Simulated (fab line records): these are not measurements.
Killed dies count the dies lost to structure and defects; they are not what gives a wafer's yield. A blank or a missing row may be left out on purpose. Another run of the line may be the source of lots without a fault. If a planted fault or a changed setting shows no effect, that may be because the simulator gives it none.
Lot-split experiment / flow berkeley-cmos170 / 5 lots, 23 wafers read, on a route of 331 steps

== ABOUT THE SPLIT ==
At UCB170_SILICIDE_SPUTTER_01 (material Ti, target thk 30 nm, time 25 s), the setting chamber-pressure-pa was moved away from the recipe's 0.5 Pa on 15 of the 23 wafers read, by -10.2% to +9.1%. This setting was run at the recipe's value on the other wafers.

The reading comes from the split's own step.

== THE READING ==
Ti_of_SILICIDE_SPUTTER_01.thk-nm (the simulator's own value, which no gauge read), in nm, at UCB170_SILICIDE_SPUTTER_01 (material Ti, target thk 30 nm, time 25 s). The file does not state a usual value for it. The 8 wafers here that ran the recipe average 30.11 nm, standard deviation 0.22 nm.

wafer=L080.1; tool, chamber at the split=pvd-sputter-01, -; chamber-pressure-pa as run, Pa=0.5; against the recipe=recipe; Ti_of_SILICIDE_SPUTTER_01.thk-nm, nm=30.18; against lot-mates on the recipe=-
wafer=L080.2; tool, chamber at the split=pvd-sputter-01, -; chamber-pressure-pa as run, Pa=0.5; against the recipe=recipe; Ti_of_SILICIDE_SPUTTER_01.thk-nm, nm=29.79; against lot-mates on the recipe=-
wafer=L080.5; tool, chamber at the split=pvd-sputter-01, -; chamber-pressure-pa as run, Pa=0.5; against the recipe=recipe; Ti_of_SILICIDE_SPUTTER_01.thk-nm, nm=30.15; against lot-mates on the recipe=-
wafer=L082.1; tool, chamber at the split=pvd-sputter-03, -; chamber-pressure-pa as run, Pa=0.5; against the recipe=recipe; Ti_of_SILICIDE_SPUTTER_01.thk-nm, nm=30.21; against lot-mates on the recipe=-
wafer=L082.5; tool, chamber at the split=pvd-sputter-03, -; chamber-pressure-pa as run, Pa=0.5; against the recipe=recipe; Ti_of_SILICIDE_SPUTTER_01.thk-nm, nm=30.21; against lot-mates on the recipe=-
wafer=L082.2; tool, chamber at the split=pvd-sputter-03, -; chamber-pressure-pa as run, Pa=0.5; against the recipe=recipe; Ti_of_SILICIDE_SPUTTER_01.thk-nm, nm=30.02; against lot-mates on the recipe=-
wafer=L082.3; tool, chamber at the split=pvd-sputter-03, -; chamber-pressure-pa as run, Pa=0.5; against the recipe=recipe; Ti_of_SILICIDE_SPUTTER_01.thk-nm, nm=29.8; against lot-mates on the recipe=-
wafer=L082.4; tool, chamber at the split=pvd-sputter-03, -; chamber-pressure-pa as run, Pa=0.5; against the recipe=recipe; Ti_of_SILICIDE_SPUTTER_01.thk-nm, nm=30.52; against lot-mates on the recipe=-
wafer=L081.1; tool, chamber at the split=pvd-sputter-01, -; chamber-pressure-pa as run, Pa=0.4545; against the recipe=-9.1%; Ti_of_SILICIDE_SPUTTER_01.thk-nm, nm=30.34; against lot-mates on the recipe=no lot-mate on the recipe
wafer=L081.2; tool, chamber at the split=pvd-sputter-01, -; chamber-pressure-pa as run, Pa=0.4545; against the recipe=-9.1%; Ti_of_SILICIDE_SPUTTER_01.thk-nm, nm=30.37; against lot-mates on the recipe=no lot-mate on the recipe
wafer=L081.4; tool, chamber at the split=pvd-sputter-01, -; chamber-pressure-pa as run, Pa=0.4545; against the recipe=-9.1%; Ti_of_SILICIDE_SPUTTER_01.thk-nm, nm=30.62; against lot-mates on the recipe=no lot-mate on the recipe
wafer=L081.6; tool, chamber at the split=pvd-sputter-01, -; chamber-pressure-pa as run, Pa=0.4545; against the recipe=-9.1%; Ti_of_SILICIDE_SPUTTER_01.thk-nm, nm=30.62; against lot-mates on the recipe=no lot-mate on the recipe
wafer=L081.5; tool, chamber at the split=pvd-sputter-01, -; chamber-pressure-pa as run, Pa=0.4545; against the recipe=-9.1%; Ti_of_SILICIDE_SPUTTER_01.thk-nm, nm=30.45; against lot-mates on the recipe=no lot-mate on the recipe
wafer=L079.1; tool, chamber at the split=pvd-sputter-04, -; chamber-pressure-pa as run, Pa=0.5453; against the recipe=+9.1%; Ti_of_SILICIDE_SPUTTER_01.thk-nm, nm=29.19; against lot-mates on the recipe=no lot-mate on the recipe
wafer=L079.2; tool, chamber at the split=pvd-sputter-04, -; chamber-pressure-pa as run, Pa=0.5453; against the recipe=+9.1%; Ti_of_SILICIDE_SPUTTER_01.thk-nm, nm=29.06; against lot-mates on the recipe=no lot-mate on the recipe
wafer=L079.4; tool, chamber at the split=pvd-sputter-04, -; chamber-pressure-pa as run, Pa=0.5453; against the recipe=+9.1%; Ti_of_SILICIDE_SPUTTER_01.thk-nm, nm=28.86; against lot-mates on the recipe=no lot-mate on the recipe
wafer=L079.5; tool, chamber at the split=pvd-sputter-04, -; chamber-pressure-pa as run, Pa=0.5453; against the recipe=+9.1%; Ti_of_SILICIDE_SPUTTER_01.thk-nm, nm=29.18; against lot-mates on the recipe=no lot-mate on the recipe
wafer=L079.6; tool, chamber at the split=pvd-sputter-04, -; chamber-pressure-pa as run, Pa=0.5453; against the recipe=+9.1%; Ti_of_SILICIDE_SPUTTER_01.thk-nm, nm=28.92; against lot-mates on the recipe=no lot-mate on the recipe
wafer=L084.1; tool, chamber at the split=pvd-sputter-03, -; chamber-pressure-pa as run, Pa=0.449; against the recipe=-10.2%; Ti_of_SILICIDE_SPUTTER_01.thk-nm, nm=30.96; against lot-mates on the recipe=no lot-mate on the recipe
wafer=L084.2; tool, chamber at the split=pvd-sputter-03, -; chamber-pressure-pa as run, Pa=0.449; against the recipe=-10.2%; Ti_of_SILICIDE_SPUTTER_01.thk-nm, nm=30.61; against lot-mates on the recipe=no lot-mate on the recipe
wafer=L084.3; tool, chamber at the split=pvd-sputter-03, -; chamber-pressure-pa as run, Pa=0.449; against the recipe=-10.2%; Ti_of_SILICIDE_SPUTTER_01.thk-nm, nm=30.51; against lot-mates on the recipe=no lot-mate on the recipe
wafer=L084.5; tool, chamber at the split=pvd-sputter-03, -; chamber-pressure-pa as run, Pa=0.449; against the recipe=-10.2%; Ti_of_SILICIDE_SPUTTER_01.thk-nm, nm=30.65; against lot-mates on the recipe=no lot-mate on the recipe
wafer=L084.6; tool, chamber at the split=pvd-sputter-03, -; chamber-pressure-pa as run, Pa=0.449; against the recipe=-10.2%; Ti_of_SILICIDE_SPUTTER_01.thk-nm, nm=31.23; against lot-mates on the recipe=no lot-mate on the recipe

THE FIT
A straight line over all 23 wafers: Ti_of_SILICIDE_SPUTTER_01.thk-nm changes by -0.0814 nm for each +1% of chamber-pressure-pa; r = -0.92; the points scatter about the line by 0.26 nm.
Too few moved wafers have a lot-mate on the recipe to fit a line with each lot's own level taken away.

== FILE'S OWN FIT ==
Ti_of_SILICIDE_SPUTTER_01.thk-nm changes by -0.0814 nm for each +1% of chamber-pressure-pa, r = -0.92.
